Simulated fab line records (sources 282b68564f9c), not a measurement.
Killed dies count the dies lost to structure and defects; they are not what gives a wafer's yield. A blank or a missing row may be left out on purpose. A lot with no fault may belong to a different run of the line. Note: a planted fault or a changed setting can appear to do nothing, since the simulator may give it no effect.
A sampling plan put to the test	flow rit cmos	one fab line, 21 faults that these records tell of, each judged on the records of the lots that it struck; 3 more are left out, because the records don't allow judging them
The line's own looks make up the plan; these are the steps of the route where a gauge or inspection reads the wafer and leaves it unchanged. A look can be judged if struck wafers have a number there and the file gives its usual mean and standard deviation on fault-free wafers. Caught: 4 or more of those standard deviations (sigma) separate the usual mean from the mean of the struck wafers at a look after the fault's first step. On the tool: the identical test, applied to the tool's own readings at the steps of the fault. A different recipe on the struck wafers counts as caught too, as does a record blank only for those wafers.

## THE FAULTS, as the simulator had put them in
1. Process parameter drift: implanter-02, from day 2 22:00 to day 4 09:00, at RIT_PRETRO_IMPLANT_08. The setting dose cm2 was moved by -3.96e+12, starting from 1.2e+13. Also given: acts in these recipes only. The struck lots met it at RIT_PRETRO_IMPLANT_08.
2. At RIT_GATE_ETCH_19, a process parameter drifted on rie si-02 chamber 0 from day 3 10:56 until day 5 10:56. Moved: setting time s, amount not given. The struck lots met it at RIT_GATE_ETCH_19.
3. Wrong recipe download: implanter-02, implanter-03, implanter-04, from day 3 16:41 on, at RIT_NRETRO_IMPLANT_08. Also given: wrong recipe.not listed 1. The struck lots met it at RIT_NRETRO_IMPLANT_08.
4. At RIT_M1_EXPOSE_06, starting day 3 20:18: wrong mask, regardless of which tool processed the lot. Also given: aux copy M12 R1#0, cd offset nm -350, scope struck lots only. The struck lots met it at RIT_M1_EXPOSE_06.
5. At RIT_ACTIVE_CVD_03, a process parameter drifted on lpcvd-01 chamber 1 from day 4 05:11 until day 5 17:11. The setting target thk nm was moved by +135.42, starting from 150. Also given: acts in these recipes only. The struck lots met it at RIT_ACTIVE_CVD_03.
6. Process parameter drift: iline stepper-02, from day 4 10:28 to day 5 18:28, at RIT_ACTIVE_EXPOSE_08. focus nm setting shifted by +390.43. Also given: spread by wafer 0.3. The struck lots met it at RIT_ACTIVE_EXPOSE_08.
7. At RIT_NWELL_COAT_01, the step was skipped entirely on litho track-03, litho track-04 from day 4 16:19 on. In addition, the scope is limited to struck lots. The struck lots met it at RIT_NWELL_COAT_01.
8. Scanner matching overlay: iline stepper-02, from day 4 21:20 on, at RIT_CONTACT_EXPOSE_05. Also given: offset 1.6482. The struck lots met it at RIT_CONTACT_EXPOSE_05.
9. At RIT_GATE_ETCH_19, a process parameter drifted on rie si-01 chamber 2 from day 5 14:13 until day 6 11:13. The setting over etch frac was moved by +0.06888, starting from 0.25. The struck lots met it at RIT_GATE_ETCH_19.
10. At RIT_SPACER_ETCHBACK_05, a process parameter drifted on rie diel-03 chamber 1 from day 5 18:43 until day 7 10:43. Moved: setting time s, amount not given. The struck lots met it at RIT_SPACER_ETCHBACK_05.
11. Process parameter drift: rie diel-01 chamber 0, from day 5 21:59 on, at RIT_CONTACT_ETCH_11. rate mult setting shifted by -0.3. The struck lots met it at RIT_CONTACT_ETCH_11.
12. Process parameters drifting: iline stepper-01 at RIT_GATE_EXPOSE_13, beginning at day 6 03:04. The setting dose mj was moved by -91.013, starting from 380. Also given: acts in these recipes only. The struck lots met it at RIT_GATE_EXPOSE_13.
13. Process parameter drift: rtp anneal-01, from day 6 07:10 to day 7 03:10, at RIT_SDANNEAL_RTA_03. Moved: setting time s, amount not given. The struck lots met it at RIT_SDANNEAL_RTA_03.
14. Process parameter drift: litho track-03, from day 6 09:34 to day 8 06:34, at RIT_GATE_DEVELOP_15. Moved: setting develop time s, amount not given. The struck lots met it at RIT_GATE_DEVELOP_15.
15. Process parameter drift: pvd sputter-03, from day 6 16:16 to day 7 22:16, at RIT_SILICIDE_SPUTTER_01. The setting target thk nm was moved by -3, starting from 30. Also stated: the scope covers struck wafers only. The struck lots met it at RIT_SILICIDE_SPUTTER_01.
16. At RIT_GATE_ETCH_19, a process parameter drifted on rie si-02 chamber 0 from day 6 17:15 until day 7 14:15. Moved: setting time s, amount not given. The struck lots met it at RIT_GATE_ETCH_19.
17. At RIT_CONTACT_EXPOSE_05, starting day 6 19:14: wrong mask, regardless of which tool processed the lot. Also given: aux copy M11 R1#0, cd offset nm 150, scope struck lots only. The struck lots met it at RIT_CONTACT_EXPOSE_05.
18. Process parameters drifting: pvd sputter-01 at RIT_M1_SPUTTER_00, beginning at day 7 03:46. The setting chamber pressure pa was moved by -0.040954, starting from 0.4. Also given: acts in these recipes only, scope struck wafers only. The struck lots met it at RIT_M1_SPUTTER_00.
19. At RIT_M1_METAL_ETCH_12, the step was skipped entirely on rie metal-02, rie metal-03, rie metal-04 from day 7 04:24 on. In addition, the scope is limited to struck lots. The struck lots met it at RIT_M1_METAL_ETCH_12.
20. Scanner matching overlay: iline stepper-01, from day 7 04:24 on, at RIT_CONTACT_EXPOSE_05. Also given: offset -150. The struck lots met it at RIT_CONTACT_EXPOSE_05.
21. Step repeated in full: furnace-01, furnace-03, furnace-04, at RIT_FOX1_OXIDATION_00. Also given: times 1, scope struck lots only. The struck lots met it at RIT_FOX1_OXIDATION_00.

## WHAT THE PLAN SAW
fault	on the tool itself	first look that catches it	reading, sigma	median hours from its first step to that look	hours from the fault's start to the first struck lot there	judged looks passed uncaught
1	dose ions cm2 -99 or beyond sigma	RIT_PRETRO_TW_MEAS_10	PRETRO_TW -10	0.3	8	0
2	run length s -99 or beyond sigma	no look after it can be judged	-	-	-	0
3	under 2 sigma	RIT_NRETRO_TW_MEAS_10	NRETRO_TW -47	0.3	1	0
4	under 2 sigma	RIT_M1_CD_MEAS_09	cd nm -99 or beyond	0.4	3	0
5	no reading that can be judged	RIT_ACTIVE_THK_MEAS_04	ACTIVE_NITRIDE_THK +99 or beyond	1.4	11	0
6	exposure dose mJ cm2 -7.1 sigma	RIT_ACTIVE_CD_MEAS_11	cd nm -6.2	0.4	13	0
7	the tool's record is blank for the struck wafers	RIT_PWELL_TW_MEAS_10	PWELL_TW +99 or beyond	3.2	5	0
8	under 2 sigma	no look after it can be judged	-	-	-	0
9	under 2 sigma	no look after it can be judged	-	-	-	0
10	run length s -99 or beyond sigma	no look after it can be judged	-	-	-	0
11	under 2 sigma	no look after it can be judged	-	-	-	0
12	exposure dose mJ cm2 -99 or beyond sigma	RIT_GATE_CD_MEAS_16	cd nm +36	0.4	4	0
13	under 2 sigma	RIT_SDANNEAL_RS_MEAS_04	PSD_RS -99 or beyond	0.1	7	0
14	under 2 sigma	no look after it can be judged	-	-	-	0
15	under 2 sigma	RIT_SILICIDE_RS_MEAS_02	SILICIDE_TI_RS +9.3	0.1	10	0
16	run length s -99 or beyond sigma	no look after it can be judged	-	-	-	0
17	under 2 sigma	RIT_CONTACT_CD_MEAS_08	cd nm +65	0.5	4	0
18	chamber pressure pa -53 sigma	not the one look that can be judged after it	strongest: M1_AL_RS at RIT_M1_RS_MEAS_01, -2.7	-	-	1
19	the tool's record is blank for the struck wafers	no look after it can be judged	-	-	-	0
20	under 2 sigma	RIT_CONTACT_OVL_MEAS_09	CONTACT_OVL -99 or beyond	0.6	2	0
21	under 2 sigma	RIT_FOX1_THK_MEAS_01	FOX1_OXIDE_THK +35	2.8	-	0
Dash: fault not caught, or number not given in these records.

Caught at a look: 12 of 21. Caught on the tool: 9 of 21. By one or the other: 17 of 21.
Faults 2, 10, 16, 18, 19 were caught on the tool alone.
Caught at a look alone: faults 3, 4, 5, 13, 15, 17, 20, 21.
Caught by neither: faults 8, 9, 11, 14.

## THINNER SAMPLING
If the look that catches a fault measured only every second or every third lot, by lot number, the first struck lot would be measured this late in the worst case:
fault	struck lots at that look, in order of time	every lot	every second lot	every third lot
1	L276, L278	8 h	may miss all 2	may miss all 2
3	L569, L570, L571, L572	1 h	9 h	14 h
4	L462	3 h	may miss it	may miss it
5	L350, L351	11 h	17 h	may miss all 2
6	L889	13 h	may miss it	may miss it
7	L257, L258, L259	5 h	12 h	16 h
12	L474, L477, L479	4 h	18 h	may miss all 3
13	L584, L586	7 h	may miss all 2	may miss all 2
15	L290	10 h	may miss it	may miss it
17	L317	4 h	may miss it	may miss it
20	L737, L738, L739	2 h	9 h	15 h
Hours count from the start of the fault until the first struck lot that is measured. 4 sigma limit: tested on the pooled struck wafers, so a lone lot may be under it. Other struck lots may not be in these records.

## THE LONGEST TIMED WAY FROM STEP TO LOOK
In fault 7, a median of 3.2 hours elapses between RIT_NWELL_COAT_01 and RIT_PWELL_TW_MEAS_10. No look between them can be judged.
